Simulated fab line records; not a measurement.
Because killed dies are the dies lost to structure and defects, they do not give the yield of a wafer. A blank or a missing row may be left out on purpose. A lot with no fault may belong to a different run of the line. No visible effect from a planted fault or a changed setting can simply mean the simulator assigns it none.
What tool caused it?    flow berkeleyCmos170    14 lots, 42 wafers sampled, at 6 steps of a route of 331

## WHAT THE GAUGES SHOWED, per wafer
UCB170_V1_OVL_MEAS_13. Usual: for V1_OVL the level is -1 nm and the standard deviation is 6.4.
lot   measured      on          V1_OVL (nm)  flag
L846  day 8 15:28   overlay-01  10 8 11      
L845  day 8 21:21   overlay-02  0 4 -5       
L850  day 9 08:25   overlay-01  3 -6 3       
L849  day 9 14:40   overlay-01  0 -12 0      
L847  day 9 14:45   overlay-02  -1 -2 -7     
L848  day 9 12:50   overlay-01  12 8 7       
L852  day 10 04:28  overlay-01  1 6 8        
L851  day 10 04:44  overlay-01  -2 -3 3      
L853  day 10 09:27  overlay-02  3 -3 2       
L855  day 10 17:16  overlay-01  -5 -3 -6     
L858  day 11 03:17  overlay-01  6 9 -2       
L859  day 11 16:16  overlay-02  -9 -12 -7    
L861  day 12 09:10  overlay-01  -12 -5 1     
L863  day 12 09:31  overlay-02  -10 -9 1     

UCB170_M2_CD_MEAS_15: target cd 700 nm. Usual: 699.8 nm for cdNm, sd 1.2.
lot   measured      on        cdNm (nm)                            flag
L846  day 8 19:46   cdSem-01  699.3 700.2 701.5                    
L845  day 9 01:06   cdSem-01  699.1 698.3 699.1                    
L850  day 9 10:45   cdSem-01  698.0 699.8 698.7                    
L849  day 9 18:02   cdSem-02  698.9 699.6 699.3                    
L847  day 9 17:43   cdSem-01  699.7 698.7 698.8                    
L848  day 9 15:39   cdSem-01  700.9 700.7 701.5                    
L852  day 10 06:50  cdSem-01  702.2 702.9 701.1                    
L851  day 10 07:17  cdSem-01  700.6 698.8 700.7                    
L853  day 10 13:06  cdSem-01  700.0 698.1 700.6                    
L855  day 10 19:44  cdSem-01  700.3 700.0 700.2                    
L858  day 11 05:37  cdSem-01  698.9 699.3 698.9                    
L859  day 11 19:53  cdSem-02  743.9 745.6 744.2 743.9 745.2 744.5  OFF
L861  day 12 14:20  cdSem-02  744.4 745.4 745.6 743.9 745.0 745.8  OFF
L863  day 12 14:39  cdSem-01  698.9 698.3 697.9                    

UCB170_M2_CD_MEAS_90: target cd 700 nm. Usual: 699 nm for cdNm, sd 3.6.
lot   measured      on        cdNm (nm)                flag
L846  day 8 20:16   cdSem-01  701 703 695              
L845  day 9 01:49   cdSem-01  696 697 701              
L850  day 9 11:14   cdSem-01  694 693 692              
L849  day 9 18:31   cdSem-01  694 703 693              
L847  day 9 18:13   cdSem-01  700 695 698              
L848  day 9 16:19   cdSem-02  697 699 699              
L852  day 10 07:19  cdSem-02  703 703 701              
L851  day 10 07:46  cdSem-02  699 700 699              
L853  day 10 13:35  cdSem-01  696 697 701              
L855  day 10 20:13  cdSem-02  699 699 698              
L858  day 11 06:06  cdSem-02  696 704 696              
L859  day 11 22:15  cdSem-02  750 746 748 750 746 747  OFF
L861  day 12 19:17  cdSem-01  741 742 744 742 743 744  OFF
L863  day 12 15:08  cdSem-01  701 700 697              

## EACH LOT AND THE TOOL THAT RAN IT (in order: tool; ch and the chambers of the sampled wafers; start)
lot   UCB170_SILICIDE_SPUTTER_01   UCB170_M2_STRIP_07                   UCB170_M2_PEB_13
L846  pvdSputter-04, day 8 02:20   plasmaAsher-03 ch 0,1, day 8 16:56   lithoTrack-01 ch 0, day 8 19:30
L845  pvdSputter-03, day 8 06:16   plasmaAsher-02 ch 0,1, day 8 22:35   lithoTrack-01 ch 0, day 9 00:33
L850  pvdSputter-03, day 8 20:29   plasmaAsher-03 ch 0,1, day 9 09:38   lithoTrack-01 ch 0, day 9 10:29
L849  pvdSputter-04, day 8 20:55   plasmaAsher-03 ch 0,1, day 9 16:00   lithoTrack-03 ch 0, day 9 17:47
L847  pvdSputter-02, day 8 21:20   plasmaAsher-01 ch 0,1, day 9 16:04   lithoTrack-03 ch 0, day 9 17:27
L848  pvdSputter-03, day 8 21:31   plasmaAsher-01 ch 0,1, day 9 14:31   lithoTrack-01 ch 0, day 9 15:22
L852  pvdSputter-04, day 9 14:59   plasmaAsher-03 ch 0,1, day 10 05:41  lithoTrack-01 ch 0, day 10 06:34
L851  pvdSputter-03, day 9 15:41   plasmaAsher-02 ch 0,1, day 10 05:58  lithoTrack-02 ch 0, day 10 07:00
L853  pvdSputter-04, day 9 21:46   plasmaAsher-03 ch 0,1, day 10 11:00  lithoTrack-01 ch 0, day 10 12:50
L855  pvdSputter-04, day 10 02:40  plasmaAsher-02 ch 1, day 10 18:28    lithoTrack-03 ch 0, day 10 19:28
L858  pvdSputter-04, day 10 14:40  plasmaAsher-01 ch 0,1, day 11 04:30  lithoTrack-01 ch 0, day 11 05:20
L859  pvdSputter-04, day 11 01:23  plasmaAsher-01 ch 0,1, day 11 18:13  lithoTrack-01 ch 0, day 11 19:37
L861  pvdSputter-03, day 11 18:52  plasmaAsher-02 ch 0,1, day 12 10:28  lithoTrack-01 ch 0, day 12 14:04
L863  pvdSputter-03, day 11 18:58  plasmaAsher-01 ch 0,1, day 12 10:44  lithoTrack-02 ch 0, day 12 14:23
- UCB170_SILICIDE_SPUTTER_01: material Ti, target thk 30 nm, time 25 s.
- UCB170_M2_STRIP_07: strips in O2.
- UCB170_M2_PEB_13

## WHAT THE TOOLS THEMSELVES READ (means of the sampled wafers that have a number; where no wafer has one, the mark that the record gives instead)
UCB170_SILICIDE_SPUTTER_01. Usual: 29.3 % for throttleValvePct, sd 0.94.
lot   tool           throttleValvePct (%)  flag
L846  pvdSputter-04  30.0                  
L845  pvdSputter-03  29.3                  
L850  pvdSputter-03  29.3                  
L849  pvdSputter-04  29.8                  
L847  pvdSputter-02  29.8                  
L848  pvdSputter-03  29.2                  
L852  pvdSputter-04  28.9                  
L851  pvdSputter-03  28.9                  
L853  pvdSputter-04  29.9                  
L855  pvdSputter-04  29.9                  
L858  pvdSputter-04  29.7                  
L859  pvdSputter-04  30.1                  
L861  pvdSputter-03  28.7                  
L863  pvdSputter-03  29.1                  

UCB170_M2_STRIP_07. Usual: drypumpMotorCurrentA 5.90 A, standard deviation 0.27; oesProductAu 0.735 a.u., standard deviation 0.0045; stripTimeToEndpointS 21.96 s, standard deviation 0.068.
lot   tool            drypumpMotorCurrentA (A)  oesProductAu (a.u.)  stripTimeToEndpointS (s)  flag
L846  plasmaAsher-03  5.98                      0.735                21.90                     
L845  plasmaAsher-02  5.74                      0.737                21.87                     
L850  plasmaAsher-03  5.79                      0.734                21.97                     
L849  plasmaAsher-03  5.97                      0.734                21.89                     
L847  plasmaAsher-01  6.14                      0.736                22.02                     
L848  plasmaAsher-01  6.16                      0.736                21.93                     
L852  plasmaAsher-03  5.80                      0.736                22.00                     
L851  plasmaAsher-02  5.74                      0.733                22.01                     
L853  plasmaAsher-03  5.96                      0.731                22.01                     
L855  plasmaAsher-02  5.75                      0.733                22.05                     
L858  plasmaAsher-01  6.16                      0.735                21.85                     
L859  plasmaAsher-01  6.14                      0.734                21.85                     
L861  plasmaAsher-02  5.74                      0.733                22.02                     
L863  plasmaAsher-01  5.91                      0.736                22.01                     

UCB170_M2_PEB_13. Usual: heaterPowerTotalW 56.80 W, standard deviation 0.042; plateTempC 130.02 C, standard deviation 0.14.
lot   tool           heaterPowerTotalW (W)  plateTempC (C)  flag
L846  lithoTrack-01  56.82                  130.06          
L845  lithoTrack-01  56.82                  130.03          
L850  lithoTrack-01  56.79                  129.90          
L849  lithoTrack-03  56.78                  130.18          
L847  lithoTrack-03  56.79                  130.01          
L848  lithoTrack-01  56.78                  129.95          
L852  lithoTrack-01  56.80                  129.94          
L851  lithoTrack-02  56.82                  130.02          
L853  lithoTrack-01  56.80                  130.03          
L855  lithoTrack-03  56.81                  130.04          
L858  lithoTrack-01  56.79                  130.30          
L859  lithoTrack-01  53.71                  124.72          OFF
L861  lithoTrack-01  53.72                  124.75          OFF
L863  lithoTrack-02  56.75                  129.92          

## THE ANSWER, worked out from the rows above alone
Rule: take the mean of a lot's wafers that have a number; if it is more than 3 standard deviations from the usual mean, the lot is off. A lot without any number at a reading at which 4 lots or more have one is off too. All remaining lots with rows at the step are treated as sound. After the gauges, taken in route order, come the tools' own readings; for these a lot's mean is taken, as printed above. The first step at which some lot is off is used, and at that step the reading that is off furthest; a lot without a number counts as furthest.
Off: L859, L861, at UCB170_M2_CD_MEAS_15 (cdNm).
A tool fits if, at a process step before that reading, it ran every lot that is off, and no sound lot after the first of them. Not tried: the gauges at UCB170_M2_CD_MEAS_15; whatever is off there is also off at UCB170_M2_PEB_13, on other tools, and gauge error can't account for it. One fits: lithoTrack-01 at UCB170_M2_PEB_13. A fault onset in the window from L858 (day 11 05:20, its last sound lot) to L859 (day 11 19:37, its first lot off) fits.
The tool's own readings at UCB170_M2_PEB_13 bear it out: on the lots that are off they differ by more than 5 times the standard deviation of the sound lots' means. heaterPowerTotalW reads 53.72 W there against 56.80 W on the sound lots; plateTempC reads 124.73 C there against 130.03 C on the sound lots.

## WHAT THE SIMULATOR HAD INSERTED
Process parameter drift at UCB170_M2_PEB_13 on lithoTrack-01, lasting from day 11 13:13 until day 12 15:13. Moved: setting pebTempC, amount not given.
Struck lots among those shown: L859, L861. This agrees with what the rule above found.
